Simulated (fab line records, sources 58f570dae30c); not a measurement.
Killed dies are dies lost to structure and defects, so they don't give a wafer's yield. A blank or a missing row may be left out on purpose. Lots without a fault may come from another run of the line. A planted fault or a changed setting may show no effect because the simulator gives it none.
Which tool did it? | flow berkeley_cmos170 | 14 lots, 42 wafers sampled, at 4 steps of a route of 331

WHAT THE GAUGES READ, wafer by wafer
UCB170_V2_CD_MEAS_12: target cd 700 nm. Usual: cd_nm 699.9 nm, standard deviation 1.3.
lot  | measured     | on        | cd_nm (nm)        | flag
L683 | day 8 08:01  | cd_sem-01 | 699.4 700.0 700.4 |
L687 | day 9 03:32  | cd_sem-02 | 700.0 699.5 700.5 |
L682 | day 9 04:02  | cd_sem-02 | 700.0 700.5 700.0 |
L684 | day 9 04:22  | cd_sem-01 | 700.3 700.0 700.4 |
L688 | day 9 18:59  | cd_sem-01 | 699.0 701.1 699.8 |
L689 | day 10 03:48 | cd_sem-02 | 697.9 697.9 700.1 |
L691 | day 10 09:38 | cd_sem-02 | 697.3 699.2 698.4 |
L690 | day 10 09:52 | cd_sem-02 | 702.3 702.6 701.5 |
L698 | day 12 01:07 | cd_sem-02 | 700.2 699.6 698.4 |
L699 | day 12 13:13 | cd_sem-02 | 700.7 700.8 700.4 |
L701 | day 12 18:51 | cd_sem-01 | 698.2 699.2 698.7 |
L703 | day 12 19:41 | cd_sem-01 | 701.3 700.2 700.5 |
L704 | day 13 09:35 | cd_sem-02 | 698.0 698.5 698.1 |
L705 | day 13 08:14 | cd_sem-01 | 700.7 702.4 701.5 |

WHICH TOOL RAN EACH LOT (tool, then ch and the chambers of the sampled wafers, then the start)
lot  | UCB170_SPACER_ETCHBACK_03          | UCB170_V1_ETCH_14                  | UCB170_M2_METAL_ETCH_18
L683 | rie_diel-01 ch 0,2,3, day 7 07:58  | rie_diel-01 ch 0,3, day 8 02:13    | rie_metal-01 ch 0,1, day 8 05:42
L687 | rie_diel-02 ch 1,2,3, day 7 23:28  | rie_diel-02 ch 0,2,3, day 8 21:41  | rie_metal-03 ch 0,1, day 9 01:00
L682 | rie_diel-02 ch 0,1,3, day 7 23:32  | rie_diel-03 ch 0,3, day 8 21:49    | rie_metal-02 ch 0,1, day 9 01:10
L684 | rie_diel-01 ch 0,1, day 7 23:32    | rie_diel-01 ch 0,1,2, day 8 23:09  | rie_metal-01 ch 0, day 9 01:57
L688 | rie_diel-01 ch 0,2, day 8 21:23    | rie_diel-01 ch 0,1,3, day 9 14:08  | rie_metal-02 ch 0,1, day 9 16:52
L689 | rie_diel-01 ch 0,2,3, day 9 06:39  | rie_diel-02 ch 1,3, day 9 22:20    | rie_metal-03 ch 0,1, day 10 01:25
L691 | rie_diel-02 ch 0,2,3, day 9 06:39  | rie_diel-02 ch 0,1,3, day 10 00:25 | rie_metal-01 ch 0,1, day 10 03:38
L690 | rie_diel-01 ch 0,2,3, day 9 06:43  | rie_diel-03 ch 0,2,3, day 10 00:34 | rie_metal-02 ch 0,1, day 10 03:53
L698 | rie_diel-02 ch 2,3, day 11 01:45   | rie_diel-02 ch 0,1,2, day 11 16:38 | rie_metal-01 ch 0,1, day 11 19:23
L699 | rie_diel-02 ch 0,1,2, day 11 13:53 | rie_diel-01 ch 0,1,3, day 12 08:09 | rie_metal-02 ch 1, day 12 10:44
L701 | rie_diel-04 ch 1,2,3, day 11 20:43 | rie_diel-03 ch 0,2, day 12 13:38   | rie_metal-02 ch 0,1, day 12 16:43
L703 | rie_diel-01 ch 0,3, day 11 20:43   | rie_diel-02 ch 1,2,3, day 12 15:02 | rie_metal-01 ch 0,1, day 12 17:33
L704 | rie_diel-01 ch 0,3, day 12 11:05   | rie_diel-01 ch 0,2,3, day 13 04:40 | rie_metal-01 ch 0,1, day 13 07:20
L705 | rie_diel-04 ch 0,1,2, day 12 11:05 | rie_diel-02 ch 0,2,3, day 13 03:07 | rie_metal-02 ch 0,1, day 13 06:07
- UCB170_SPACER_ETCHBACK_03: etches SiO2 in CHF3/CF4/Ar, stops on Si, target depth 376 nm, time 100 s.
- UCB170_V1_ETCH_14: etches SiO2 in CHF3/CF4/Ar, stops on Al, target depth 1250 nm, time 291 s.
- UCB170_M2_METAL_ETCH_18: etches Al in Cl2/BCl3, stops on SiO2, target depth 1170 nm, time 195 s.

WHAT THE TOOLS THEMSELVES READ (means of the sampled wafers that have a number; where no wafer has one, the mark that the record gives instead)
UCB170_SPACER_ETCHBACK_03. Usual: drypump_motor_current_A 5.7 A, standard deviation 0.67; oes_product_au 0.899 a.u., standard deviation 0.017; rf_fwd_power_W 497.4 W, standard deviation 1.6; throttle_valve_pct 6.42 %, standard deviation 0.12.
lot  | tool        | drypump_motor_current_A (A) | oes_product_au (a.u.) | rf_fwd_power_W (W) | throttle_valve_pct (%) | flag
L683 | rie_diel-01 | 5.6                         | 0.906                 | 498.3              | 6.40                   |
L687 | rie_diel-02 | 5.6                         | 0.881                 | 497.0              | 6.42                   |
L682 | rie_diel-02 | 6.1                         | 0.887                 | 496.7              | 6.35                   |
L684 | rie_diel-01 | 5.9                         | 0.919                 | 496.5              | 6.35                   |
L688 | rie_diel-01 | 5.8                         | 0.904                 | 497.9              | 6.34                   |
L689 | rie_diel-01 | 5.6                         | 0.905                 | 496.6              | 6.42                   |
L691 | rie_diel-02 | 5.5                         | 0.889                 | 496.2              | 6.41                   |
L690 | rie_diel-01 | 5.6                         | 0.906                 | 496.8              | 6.41                   |
L698 | rie_diel-02 | 5.0                         | 0.913                 | 497.1              | 6.48                   |
L699 | rie_diel-02 | 5.8                         | 0.893                 | 498.3              | 6.43                   |
L701 | rie_diel-04 | 5.7                         | 0.905                 | 496.8              | 6.44                   |
L703 | rie_diel-01 | 5.3                         | 0.901                 | 494.3              | 6.48                   |
L704 | rie_diel-01 | 5.3                         | 0.899                 | 498.1              | 6.48                   |
L705 | rie_diel-04 | 6.1                         | 0.893                 | 496.9              | 6.43                   |

UCB170_V1_ETCH_14. Usual: drypump_motor_current_A 5.6 A, standard deviation 0.67; oes_product_au 0.867 a.u., standard deviation 0.012; rf_fwd_power_W 698.2 W, standard deviation 2.1; throttle_valve_pct 6.92 %, standard deviation 0.13.
lot  | tool        | drypump_motor_current_A (A) | oes_product_au (a.u.) | rf_fwd_power_W (W) | throttle_valve_pct (%) | flag
L683 | rie_diel-01 | 5.9                         | 0.886                 | 696.9              | 6.82                   |
L687 | rie_diel-02 | 5.5                         | 0.867                 | 698.3              | 6.89                   |
L682 | rie_diel-03 | 5.9                         | 0.859                 | 701.2              | 6.95                   |
L684 | rie_diel-01 | 5.6                         | 0.870                 | 699.4              | 6.87                   |
L688 | rie_diel-01 | 5.3                         | 0.877                 | 698.5              | 6.94                   |
L689 | rie_diel-02 | 6.2                         | 0.858                 | 700.6              | 6.84                   |
L691 | rie_diel-02 | 6.1                         | 0.862                 | 697.9              | 6.83                   |
L690 | rie_diel-03 | 5.9                         | 0.868                 | 699.3              | 7.01                   |
L698 | rie_diel-02 | 5.8                         | 0.873                 | 698.2              | 6.90                   |
L699 | rie_diel-01 | 5.3                         | 0.870                 | 697.7              | 6.95                   |
L701 | rie_diel-03 | 5.4                         | 0.862                 | 699.5              | 7.06                   |
L703 | rie_diel-02 | 5.6                         | 0.859                 | 697.3              | 6.90                   |
L704 | rie_diel-01 | 5.6                         | 0.871                 | 699.1              | 6.88                   |
L705 | rie_diel-02 | 5.6                         | 0.869                 | 698.5              | 6.89                   |

UCB170_M2_METAL_ETCH_18. Usual: drypump_motor_current_A 5.4 A, standard deviation 0.47; he_backside_leak_sccm 3.4 sccm, standard deviation 0.3; oes_product_au 0.855 a.u., standard deviation 0.01; rf_fwd_power_W 598.6 W, standard deviation 1.9; throttle_valve_pct 24.53 %, standard deviation 0.074.
lot  | tool         | drypump_motor_current_A (A) | he_backside_leak_sccm (sccm) | oes_product_au (a.u.) | rf_fwd_power_W (W) | throttle_valve_pct (%) | flag
L683 | rie_metal-01 | 5.0                         | 3.4                          | 0.848                 | 598.4              | 24.49                  |
L687 | rie_metal-03 | 5.2                         | 3.2                          | 0.861                 | 600.7              | 24.65                  |
L682 | rie_metal-02 | 5.9                         | 3.4                          | 0.842                 | 596.3              | 24.54                  |
L684 | rie_metal-01 | 5.0                         | 3.5                          | 0.854                 | 596.9              | 24.48                  |
L688 | rie_metal-02 | 6.0                         | 3.3                          | 0.856                 | 600.0              | 24.49                  |
L689 | rie_metal-03 | 5.5                         | 3.2                          | 0.859                 | 599.9              | 24.62                  |
L691 | rie_metal-01 | 5.0                         | 3.5                          | 0.847                 | 598.4              | 24.49                  |
L690 | rie_metal-02 | 6.0                         | 3.6                          | 0.854                 | 599.7              | 24.49                  |
L698 | rie_metal-01 | 5.0                         | 3.5                          | 0.853                 | 599.7              | 24.49                  |
L699 | rie_metal-02 | 5.8                         | 3.3                          | 0.845                 | 598.0              | 24.60                  |
L701 | rie_metal-02 | 5.9                         | 3.4                          | 0.849                 | 599.0              | 24.55                  |
L703 | rie_metal-01 | 5.0                         | 3.5                          | 0.851                 | 598.0              | 24.48                  |
L704 | rie_metal-01 | 5.0                         | 3.6                          | 0.868                 | 599.9              | 24.48                  |
L705 | rie_metal-02 | 6.0                         | 3.5                          | 0.859                 | 598.3              | 24.49                  |

THE ANSWER, worked out from the rows above alone
Rule: a lot is off if the mean of its wafers that have a number lies more than 3 standard deviations from the usual mean. A lot without any number at a reading at which 4 lots or more have one is off too. The other lots that the step has rows for count as sound. The gauges are gone through in route order, then the tools' own readings, and for those a lot's mean is taken as printed above. The first step at which some lot is off is used, and at that step the reading that is off furthest; a lot without a number counts as furthest.
No lot is off at any reading shown: from this, nothing can be told.

WHAT THE SIMULATOR HAD PUT IN
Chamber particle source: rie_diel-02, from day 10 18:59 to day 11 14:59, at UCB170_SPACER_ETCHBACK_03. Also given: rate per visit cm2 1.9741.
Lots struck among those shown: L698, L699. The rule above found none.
